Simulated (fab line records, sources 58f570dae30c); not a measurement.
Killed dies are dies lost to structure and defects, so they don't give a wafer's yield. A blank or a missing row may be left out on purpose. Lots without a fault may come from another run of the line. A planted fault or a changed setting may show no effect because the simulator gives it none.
fab line records | flow berkeley_cmos170 | part 1 of 2: steps 1 to 32 of 44
record lots=5 wafers=15 last_day=11
route steps=331 shown GATE@137 PLDD@145 NLDD@158 SPACER@171 PSD@175
lots that met no fault: from a run of the same line without faults
start_h: hours from the record's first day to the start of the lot's first wafer shown | wait_h: hours since the lot's step before | " the same as in the row above | L1.1+2: a row that stands for several wafers | - no value, or no start given | * or withheld: withheld | < > ~ a bound
route shown NAME@n: a module of which the file shows steps, and the number in the route of the first | usual: mean/standard deviation of fault-free wafers | same: alike in all rows | chamber/n: place in a boat | sites: the reading at each site | _std_site: their standard deviation | _edge_site: outer sites' mean less inner sites' | radius_mm: how far each site lies from the wafer's centre | mask NAME#n: copy n | behind: the tool/chamber that last shaped the wafer | hold: why the lot was held/for how many hours/how that ended | device: the transistor (n, p or np) that didn't switch | end of line: the same wafers' tests at the end of the route | a step without rows: its recipe alone | killed: dies lost to structure and defects at the first sort, not the wafer's yield | map: a wafer's dies, x killed, . not, _ none there
set.NAME: the setting as run; set.NAME@STEP: as run at that earlier step | model.NAME: the simulator's own value behind a step, which no gauge read
lots at some steps of the route; a table a step, a row a wafer
services: from which hour (start_h, from the record's first day; less than 0 if before it) a tool's chamber was out of use, for how many hours, and why
## steps
# step UCB170_GATE_DEVELOP_11
# recipe developer=TMAH develop_time_s=45 resist=KrF dev_temp_c=21
# same develop_time_s=45
# columns lot.wafer tool chamber start_h wait_h
L077.1+2+6 litho_track-02 0 - -
L079.3+5+6 litho_track-02 0 - -
L092.1+2+6 litho_track-04 0 - -
L093.2+3+6 litho_track-04 0 - -
L094.1+3+6 litho_track-03 0 - -
# step UCB170_GATE_CD_MEAS_12
# recipe target_cd_nm=350
# usual cd_nm=349.8/1.6
# columns lot.wafer tool chamber start_h wait_h cd_nm
L077.1 cd_sem-01 - 135.22 - 347.1
L077.2 " - " " 349.6
L077.6 " - " " 348.7
L079.3 cd_sem-01 - 137.69 - 348.0
L079.5 " - " " 349.7
L079.6 " - " " 348.7
L092.1 cd_sem-02 - 209.68 - 348.9
L092.2 " - " " 349.2
L092.6 " - " " 347.2
L093.2 cd_sem-01 - 219.41 - 350.1
L093.3 " - " " 350.3
L093.6 " - " " 350.5
L094.1 cd_sem-01 - 219.51 - 348.9
L094.3 " - " " 347.7
L094.6 " - " " 348.9
# step UCB170_GATE_OVL_MEAS_13
# usual GATE_OVL=2/7.6
# columns lot.wafer tool chamber start_h wait_h GATE_OVL[nm]
L077.1 overlay-02 - 135.34 0.1 -4
L077.2 " - " " -1
L077.6 " - " " -4
L079.3 overlay-02 - 137.79 0.1 10
L079.5 " - " " 2
L079.6 " - " " 0
L092.1 overlay-01 - 209.80 0.1 10
L092.2 " - " " 14
L092.6 " - " " 12
L093.2 overlay-01 - 219.51 0.1 0
L093.3 " - " " 8
L093.6 " - " " 12
L094.1 overlay-02 - 219.63 0.1 13
L094.3 " - " " -2
L094.6 " - " " 5
# step UCB170_GATE_ETCH_14
# recipe chemistry=N2/H2 target_depth_a=withheld overetch_a=withheld target=BARC time_s=withheld source_w=500 bias_w=100 pressure_mtorr=30 n2_flow_sccm=100 h2_flow_sccm=200
# usual drypump_motor_current_A=5.7/0.59 oes_product_au=0.998/0.02 throttle_valve_pct=13.35/0.17
# columns lot.wafer tool chamber start_h wait_h drypump_motor_current_A oes_product_au throttle_valve_pct
L077.1 rie_diel-04 0 135.38 0.0 5.1 1.006 13.35
L077.2 " 1 " " 5.1 1.018 13.59
L077.6 " 0 " " 5.1 0.989 13.36
L079.3 rie_diel-04 1 137.81 0.0 5.1 1.008 13.58
L079.5 " 0 " " 5.0 0.996 13.35
L079.6 " 3 " " 5.2 1.012 13.19
L092.1 rie_diel-04 0 209.83 0.0 5.0 0.999 13.35
L092.2 " 1 " " 5.1 1.008 13.58
L092.6 " 2 " " 5.7 0.982 13.53
L093.2 rie_diel-03 3 219.54 0.0 5.6 1.021 13.31
L093.3 " 0 " " 6.0 0.998 13.44
L093.6 " 2 " " 6.6 1.014 13.67
L094.1 rie_diel-04 3 219.66 0.0 5.2 1.016 13.21
L094.3 " 0 " " 5.1 1.009 13.36
L094.6 " 1 " " 5.1 1.018 13.60
# step UCB170_GATE_ETCH_15
# recipe chemistry=HBr/Cl2 target=poly-Si stop_on=SiO2 over_etch_frac=0.3 icp_w=300 bias_w=150 time_s=56.3 pressure_mtorr=15 HBr_flow_sccm=150 Cl2_flow_sccm=50 target_depth_a=2782
# usual drypump_motor_current_A=5.8/0.61 oes_product_au=0.835/0.0095 throttle_valve_pct=26.46/0.21
# same time_s=56.3
# columns lot.wafer tool chamber start_h wait_h drypump_motor_current_A oes_product_au rf_hours_counter_h throttle_valve_pct
L077.1 rie_si-02 2 135.42 - 5.9 0.849 48 26.51
L077.2 " 0 " " 6.5 0.828 37 26.19
L077.6 " 0 " " 6.5 0.822 - 26.17
L079.3 rie_si-01 1 137.85 - 5.3 0.831 87 26.55
L079.5 " 3 " " 6.5 0.833 - 26.85
L079.6 " 2 " " 6.2 0.834 - 26.53
L092.1 rie_si-01 2 209.87 - 6.1 0.837 53 26.55
L092.2 " 3 " " 6.5 0.843 2 26.85
L092.6 " 0 " " 6.1 0.856 - 26.49
L093.2 rie_si-02 2 219.58 - 5.9 0.850 48 26.51
L093.3 " 1 " " 4.7 0.846 0 26.57
L093.6 " 2 " " 5.9 0.838 - 26.51
L094.1 rie_si-01 2 219.70 - 6.1 0.829 53 26.54
L094.3 " 1 " " 5.3 0.835 87 26.54
L094.6 " 1 " " 5.3 0.834 - 26.52
# step UCB170_GATE_STRIP_16
# recipe chemistry=O2 power_w=400 pressure_mtorr=3500 platen_temp_c=withheld o2_flow_sccm=400 overash_fraction=0.5
# usual drypump_motor_current_A=5.5/0.46 oes_product_au=0.724/0.0046
# columns lot.wafer tool chamber start_h wait_h drypump_motor_current_A oes_product_au rf_hours_counter_h
L077.1 plasma_asher-04 0 135.47 0.0 5.3 0.727 2
L077.2 " 1 " " 5.7 0.734 2
L077.6 " 1 " " 5.7 0.723 -
L079.3 plasma_asher-03 0 137.93 0.1 6.3 0.725 -
L079.5 " 1 " " 5.1 0.723 -
L079.6 " 0 " " 6.3 0.718 -
L092.1 plasma_asher-04 1 209.92 0.0 5.7 0.730 11
L092.2 " 0 " " 5.4 0.719 11
L092.6 " 1 " " 5.7 0.715 -
L093.2 plasma_asher-01 1 219.63 0.0 4.8 0.721 48
L093.3 " 0 " " 5.5 0.718 -
L093.6 " 0 " " 5.5 0.732 -
L094.1 plasma_asher-03 1 219.75 0.0 5.1 0.722 44
L094.3 " 1 " " 5.1 0.729 -
L094.6 " 1 " " 5.2 0.726 -
# step UCB170_GATE_CD_MEAS_90
# recipe target_cd_nm=350
# usual cd_nm=349.9/1.6
# columns lot.wafer tool chamber start_h wait_h cd_nm
L077.1 cd_sem-01 - 135.58 0.1 347.5
L077.2 " - " " 349.4
L077.6 " - " " 348.2
L079.3 cd_sem-01 - 138.04 0.1 347.1
L079.5 " - " " 349.2
L079.6 " - " " 348.3
L092.1 cd_sem-02 - 210.02 0.1 348.4
L092.2 " - " " 349.8
L092.6 " - " " 347.0
L093.2 cd_sem-01 - 219.75 0.1 350.0
L093.3 " - " " 350.1
L093.6 " - " " 350.8
L094.1 cd_sem-01 - 219.85 0.1 348.8
L094.3 " - " " 347.8
L094.6 " - " " 348.9
# step UCB170_GATE_CLEAN_17
# recipe chemistry=SPM temp_c=120 time_s=600
# usual bath_guard_temp_C=120.1/0.56
# same time_s=600
# columns lot.wafer tool chamber start_h wait_h bath_guard_temp_C
L077.1 wet_bench-03 0 137.51 1.9 119.4
L077.2 " 0 " " 119.3
L077.6 " 0 " " 119.1
L079.3 wet_bench-03 3 138.17 0.1 120.3
L079.5 " 3 " " 120.5
L079.6 " 3 " " 120.7
L092.1 wet_bench-01 1 210.14 0.1 120.7
L092.2 " 1 " " 120.7
L092.6 " 1 " " 120.4
L093.2 wet_bench-03 3 219.85 0.1 120.1
L093.3 " 3 " " 120.2
L093.6 " 3 " " 120.4
L094.1 wet_bench-03 1 220.04 0.2 119.5
L094.3 " 1 " " 119.4
L094.6 " 1 " " 119.8
# step UCB170_PLDD_HMDS_00
# recipe prime_time_s=60 prime_temp_c=100
# columns lot.wafer tool chamber start_h wait_h
L077.1+2+6 litho_track-02 0 137.70 0.0
L079.3+5+6 litho_track-02 0 138.59 0.2
L092.1+2+6 litho_track-02 0 210.32 0.0
L093.2+3+6 litho_track-04 0 220.07 0.0
L094.1+3+6 litho_track-01 0 220.35 0.1
# step UCB170_PLDD_COAT_01
# recipe resist=KrF spin_rpm=1500 resist_thk_nm=900
# columns lot.wafer tool chamber start_h wait_h
L077.1+2+6 litho_track-02 0 137.85 0.1
L079.3+5+6 litho_track-02 0 138.74 0.1
L092.1+2+6 litho_track-02 0 210.47 0.1
L093.2+3+6 litho_track-04 0 220.22 0.1
L094.1+3+6 litho_track-01 0 220.50 0.1
# step UCB170_PLDD_SOFTBAKE_02
# recipe resist=KrF temp_c=130 time_s=60
# same time_s=60
# columns lot.wafer tool chamber start_h wait_h
L077.1+2+6 litho_track-02 0 138.00 0.1
L079.3+5+6 litho_track-02 0 138.89 0.1
L092.1+2+6 litho_track-02 0 210.62 0.1
L093.2+3+6 litho_track-04 0 220.37 0.1
L094.1+3+6 litho_track-01 0 220.65 0.1
# step UCB170_PLDD_EXPOSE_03
# recipe mask_id=PSELECT na=0.5 sigma_outer=0.6 source_shape=conventional target_cd_nm=1200 dose_mj=30
# columns lot.wafer tool chamber start_h wait_h mask
L077.1+2+6 krf_scanner-02 0 138.39 0.4 PSELECT#0
L079.3+5+6 krf_scanner-01 0 139.16 0.2 PSELECT#0
L092.1+2+6 krf_scanner-02 0 210.77 0.1 PSELECT#0
L093.2+3+6 krf_scanner-02 0 220.51 0.1 PSELECT#0
L094.1+3+6 krf_scanner-01 0 220.93 0.2 PSELECT#0
# step UCB170_PLDD_PEB_04
# recipe peb_temp_c=130 peb_time_s=withheld resist=KrF
# columns lot.wafer tool chamber start_h wait_h
L077.1+2+6 litho_track-01 0 138.62 0.2
L079.3+5+6 litho_track-01 0 139.49 0.3
L092.1+2+6 litho_track-01 0 211.24 0.5
L093.2+3+6 litho_track-02 0 220.79 0.3
L094.1+3+6 litho_track-04 0 221.04 0.1
# step UCB170_PLDD_DEVELOP_05
# recipe developer=TMAH develop_time_s=45 resist=KrF dev_temp_c=21
# same develop_time_s=45
# columns lot.wafer tool chamber start_h wait_h
L077.1+2+6 litho_track-01 0 - -
L079.3+5+6 litho_track-01 0 - -
L092.1+2+6 litho_track-01 0 - -
L093.2+3+6 litho_track-02 0 - -
L094.1+3+6 litho_track-04 0 - -
# step UCB170_PLDD_CD_MEAS_06
# recipe target_cd_nm=1200
# usual cd_nm=1200.1/1.4
# columns lot.wafer tool chamber start_h wait_h cd_nm
L077.1 cd_sem-01 - 138.89 - 1199.0
L077.2 " - " " 1198.8
L077.6 " - " " 1199.6
L079.3 cd_sem-02 - 139.76 - 1202.2
L079.5 " - " " 1201.3
L079.6 " - " " 1201.3
L092.1 cd_sem-01 - 211.52 - 1202.3
L092.2 " - " " 1203.4
L092.6 " - " " 1202.0
L093.2 cd_sem-01 - 221.06 - 1198.9
L093.3 " - " " 1199.1
L093.6 " - " " 1198.3
L094.1 cd_sem-01 - 221.32 - 1201.3
L094.3 " - " " 1202.0
L094.6 " - " " 1201.8
# step UCB170_PLDD_OVL_MEAS_07
# usual PLDD_OVL=2/5.4
# columns lot.wafer tool chamber start_h wait_h PLDD_OVL[nm]
L077.1 overlay-01 - 139.01 0.1 4
L077.2 " - " " -8
L077.6 " - " " -3
L079.3 overlay-02 - 139.85 0.1 -1
L079.5 " - " " 0
L079.6 " - " " 10
L092.1 overlay-01 - 211.64 0.1 -1
L092.2 " - " " -9
L092.6 " - " " 5
L093.2 overlay-02 - 221.17 0.1 7
L093.3 " - " " 2
L093.6 " - " " 5
L094.1 overlay-01 - 221.44 0.1 5
L094.3 " - " " 13
L094.6 " - " " 5
# step UCB170_PLDD_IMPLANT_08
# recipe species=BF2 dose_cm2=5e+13 energy_kev=10 tilt_deg=7 rotation_deg=0
# columns lot.wafer tool chamber start_h wait_h
L077.1+2+6 implanter-02 0 139.05 0.0
L079.3+5+6 implanter-02 0 139.92 0.1
L092.1+2+6 implanter-04 0 211.67 0.0
L093.2+3+6 implanter-02 0 221.22 0.0
L094.1+3+6 implanter-01 0 221.47 0.0
# step UCB170_PLDD_IMPLANT_09
# recipe species=BF2 dose_cm2=5e+13 energy_kev=10 tilt_deg=7 rotation_deg=180
# columns lot.wafer tool chamber start_h wait_h
L077.1+2+6 implanter-02 0 139.20 0.1
L079.3+5+6 implanter-02 0 140.07 0.1
L092.1+2+6 implanter-04 0 211.82 0.1
L093.2+3+6 implanter-02 0 221.37 0.1
L094.1+3+6 implanter-01 0 221.62 0.1
# step UCB170_PLDD_STRIP_10
# recipe chemistry=O2 power_w=400 pressure_mtorr=3500 platen_temp_c=withheld o2_flow_sccm=400 overash_fraction=0.5
# usual drypump_motor_current_A=5.5/0.61 oes_product_au=0.734/0.0047 strip_time_to_endpoint_s=21.63/0.06
# columns lot.wafer tool chamber start_h wait_h drypump_motor_current_A oes_product_au rf_hours_counter_h strip_time_to_endpoint_s
L077.1 plasma_asher-03 1 139.35 0.1 5.2 0.736 37 21.63
L077.2 " 0 " " 6.3 0.733 37 21.66
L077.6 " 1 " " 5.2 0.738 - 21.54
L079.3 plasma_asher-01 0 140.21 0.1 5.5 0.728 - 21.59
L079.5 " 0 " " 5.5 0.728 - 21.67
L079.6 " 1 " " 4.8 0.734 - 21.62
L092.1 plasma_asher-03 0 211.97 0.1 6.3 0.733 44 21.55
L092.2 " 1 " " 5.1 0.730 44 21.59
L092.6 " 0 " " 6.3 0.732 - 21.61
L093.2 plasma_asher-02 1 221.50 0.1 5.0 0.734 59 21.58
L093.3 " 0 " " 6.4 0.742 - 21.61
L093.6 " 1 " " 4.9 0.731 - 21.53
L094.1 plasma_asher-01 1 221.77 0.1 4.8 0.738 48 21.68
L094.3 " 0 " " 5.5 0.729 - 21.69
L094.6 " 0 " " 5.5 0.733 - 21.68
# step UCB170_PLDD_TW_MEAS_11
# usual PLDD_TW=1012/6.6
# columns lot.wafer tool chamber start_h wait_h PLDD_TW
L077.1 film_metro-02 - 139.45 0.1 1004
L077.2 " - " " 1005
L077.6 " - " " 1006
L079.3 film_metro-02 - 140.29 0.1 1008
L079.5 " - " " 1013
L079.6 " - " " 1008
L092.1 film_metro-03 - 212.07 0.1 1022
L092.2 " - " " 1021
L092.6 " - " " 1020
L093.2 film_metro-02 - 221.61 0.1 1011
L093.3 " - " " 1010
L093.6 " - " " 1012
L094.1 film_metro-04 - 221.87 0.1 1002
L094.3 " - " " 1005
L094.6 " - " " 1009
# step UCB170_PLDD_CLEAN_12
# recipe chemistry=SPM temp_c=120 time_s=600
# usual bath_guard_temp_C=119.9/0.49
# same time_s=600
# columns lot.wafer tool chamber start_h wait_h bath_guard_temp_C
L077.1 wet_bench-03 1 139.51 0.1 119.7
L077.2 " 1 " " 119.4
L077.6 " 1 " " 119.8
L079.3 wet_bench-03 0 140.33 0.0 118.9
L079.5 " 0 " " 118.9
L079.6 " 0 " " 118.9
L092.1 wet_bench-03 1 212.13 0.1 119.9
L092.2 " 1 " " 119.6
L092.6 " 1 " " 119.3
L093.2 wet_bench-04 3 224.90 3.3 120.7
L093.3 " 3 " " 120.2
L093.6 " 3 " " 120.2
L094.1 wet_bench-04 1 224.90 3.0 119.9
L094.3 " 1 " " 119.8
L094.6 " 1 " " 119.8
# step UCB170_NLDD_HMDS_00
# recipe prime_time_s=60 prime_temp_c=100
# columns lot.wafer tool chamber start_h wait_h
L077.1+2+6 litho_track-01 0 139.72 0.0
L079.3+5+6 litho_track-03 0 140.58 0.1
L092.1+2+6 litho_track-02 0 212.49 0.2
L094.1+3+6 litho_track-01 0 225.09 0.0
L093.2+3+6 litho_track-03 0 225.12 0.0
# step UCB170_NLDD_COAT_01
# recipe resist=KrF spin_rpm=1500 resist_thk_nm=900
# columns lot.wafer tool chamber start_h wait_h
L077.1+2+6 litho_track-01 0 139.87 0.1
L079.3+5+6 litho_track-03 0 140.73 0.1
L092.1+2+6 litho_track-02 0 212.64 0.1
L094.1+3+6 litho_track-01 0 225.24 0.1
L093.2+3+6 litho_track-03 0 225.27 0.1
# step UCB170_NLDD_SOFTBAKE_02
# recipe resist=KrF temp_c=130 time_s=60
# same time_s=60
# columns lot.wafer tool chamber start_h wait_h
L077.1+2+6 litho_track-01 0 140.02 0.1
L079.3+5+6 litho_track-03 0 140.88 0.1
L092.1+2+6 litho_track-02 0 212.79 0.1
L094.1+3+6 litho_track-01 0 225.39 0.1
L093.2+3+6 litho_track-03 0 225.42 0.1
# step UCB170_NLDD_EXPOSE_03
# recipe mask_id=NSELECT na=0.5 sigma_outer=0.6 source_shape=conventional target_cd_nm=1200 dose_mj=30
# columns lot.wafer tool chamber start_h wait_h mask
L077.1+2+6 krf_scanner-02 0 140.53 0.5 NSELECT#0
L079.3+5+6 krf_scanner-02 0 142.37 1.5 NSELECT#0
L092.1+2+6 krf_scanner-02 0 213.07 0.2 NSELECT#0
L093.2+3+6 krf_scanner-02 0 225.56 0.1 NSELECT#0
L094.1+3+6 krf_scanner-01 0 225.79 0.4 NSELECT#0
# step UCB170_NLDD_PEB_04
# recipe peb_temp_c=130 peb_time_s=withheld resist=KrF
# columns lot.wafer tool chamber start_h wait_h
L077.1+2+6 litho_track-01 0 140.72 0.2
L079.3+5+6 litho_track-03 0 142.49 0.1
L092.1+2+6 litho_track-02 0 213.18 0.1
L093.2+3+6 litho_track-01 0 226.02 0.4
L094.1+3+6 litho_track-02 0 226.26 0.5
# step UCB170_NLDD_DEVELOP_05
# recipe developer=TMAH develop_time_s=45 resist=KrF dev_temp_c=21
# same develop_time_s=45
# columns lot.wafer tool chamber start_h wait_h
L077.1+2+6 litho_track-01 0 - -
L079.3+5+6 litho_track-03 0 - -
L092.1+2+6 litho_track-02 0 - -
L093.2+3+6 litho_track-01 0 - -
L094.1+3+6 litho_track-02 0 - -
# step UCB170_NLDD_CD_MEAS_06
# recipe target_cd_nm=1200
# usual cd_nm=1200.5/1.2
# columns lot.wafer tool chamber start_h wait_h cd_nm
L077.1 cd_sem-01 - 141.00 - 1200.8
L077.2 " - " " 1202.9
L077.6 " - " " 1202.9
L079.3 cd_sem-01 - 142.76 - 1201.9
L079.5 " - " " 1201.0
L079.6 " - " " 1200.2
L092.1 cd_sem-02 - 213.46 - 1201.4
L092.2 " - " " 1201.7
L092.6 " - " " 1201.6
L093.2 cd_sem-01 - 226.29 - 1199.3
L093.3 " - " " 1200.8
L093.6 " - " " 1200.6
L094.1 cd_sem-01 - 226.54 - 1200.8
L094.3 " - " " 1200.3
L094.6 " - " " 1200.1
# step UCB170_NLDD_OVL_MEAS_07
# usual NLDD_OVL=0/5.6
# columns lot.wafer tool chamber start_h wait_h NLDD_OVL[nm]
L077.1 overlay-02 - 141.12 0.1 0
L077.2 " - " " 5
L077.6 " - " " 2
L079.3 overlay-01 - 142.85 0.1 0
L079.5 " - " " 5
L079.6 " - " " 3
L092.1 overlay-02 - 213.58 0.1 5
L092.2 " - " " -1
L092.6 " - " " 2
L093.2 overlay-01 - 226.39 0.1 12
L093.3 " - " " 2
L093.6 " - " " 4
L094.1 overlay-01 - 226.66 0.1 2
L094.3 " - " " 8
L094.6 " - " " 5
# step UCB170_NLDD_IMPLANT_08
# recipe species=As dose_cm2=4.878e+13 energy_kev=30 tilt_deg=7 rotation_deg=0
# columns lot.wafer tool chamber start_h wait_h
L077.1+2+6 implanter-04 0 141.16 0.0
L079.3+5+6 implanter-04 0 142.93 0.1
L092.1+2+6 implanter-04 0 213.62 0.0
L093.2+3+6 implanter-03 0 226.45 0.0
L094.1+3+6 implanter-04 0 226.69 0.0
# step UCB170_NLDD_IMPLANT_09
# recipe species=As dose_cm2=5e+13 energy_kev=30 tilt_deg=7 rotation_deg=180
# columns lot.wafer tool chamber start_h wait_h
L077.1+2+6 implanter-04 0 141.31 0.1
L079.3+5+6 implanter-04 0 143.08 0.1
L092.1+2+6 implanter-04 0 213.77 0.1
L093.2+3+6 implanter-03 0 226.60 0.1
L094.1+3+6 implanter-04 0 226.84 0.1
# step UCB170_NLDD_STRIP_10
# recipe chemistry=O2 power_w=400 pressure_mtorr=3500 platen_temp_c=withheld o2_flow_sccm=400 overash_fraction=0.5
# usual drypump_motor_current_A=5.5/0.55 oes_product_au=0.735/0.0048 strip_time_to_endpoint_s=21.62/0.066
# columns lot.wafer tool chamber start_h wait_h drypump_motor_current_A oes_product_au rf_hours_counter_h strip_time_to_endpoint_s
L077.1 plasma_asher-01 0 141.46 0.1 5.5 0.731 40 21.72
L077.2 " 1 " " 4.8 0.734 40 21.59
L077.6 " 0 " " 5.5 0.734 - 21.67
L079.3 plasma_asher-01 1 143.21 0.1 4.9 0.730 - 21.63
L079.5 " 0 " " 5.5 0.735 - 21.65
L079.6 " 1 " " 4.8 0.735 - 21.69
L092.1 plasma_asher-02 0 213.92 0.1 6.4 0.733 58 21.59
L092.2 " 1 " " 4.9 0.729 58 21.65
L092.6 " 0 " " 6.4 0.732 - 21.63
L093.2 plasma_asher-01 0 226.72 0.1 5.5 0.740 48 21.62
L093.3 " 1 " " 4.8 0.727 - 21.57
L093.6 " 0 " " 5.5 0.737 - 21.62
L094.1 plasma_asher-02 1 226.99 0.1 4.9 0.731 59 21.66
L094.3 " 1 " " 4.9 0.738 - 21.63
L094.6 " 0 " " 6.4 0.749 - 21.62
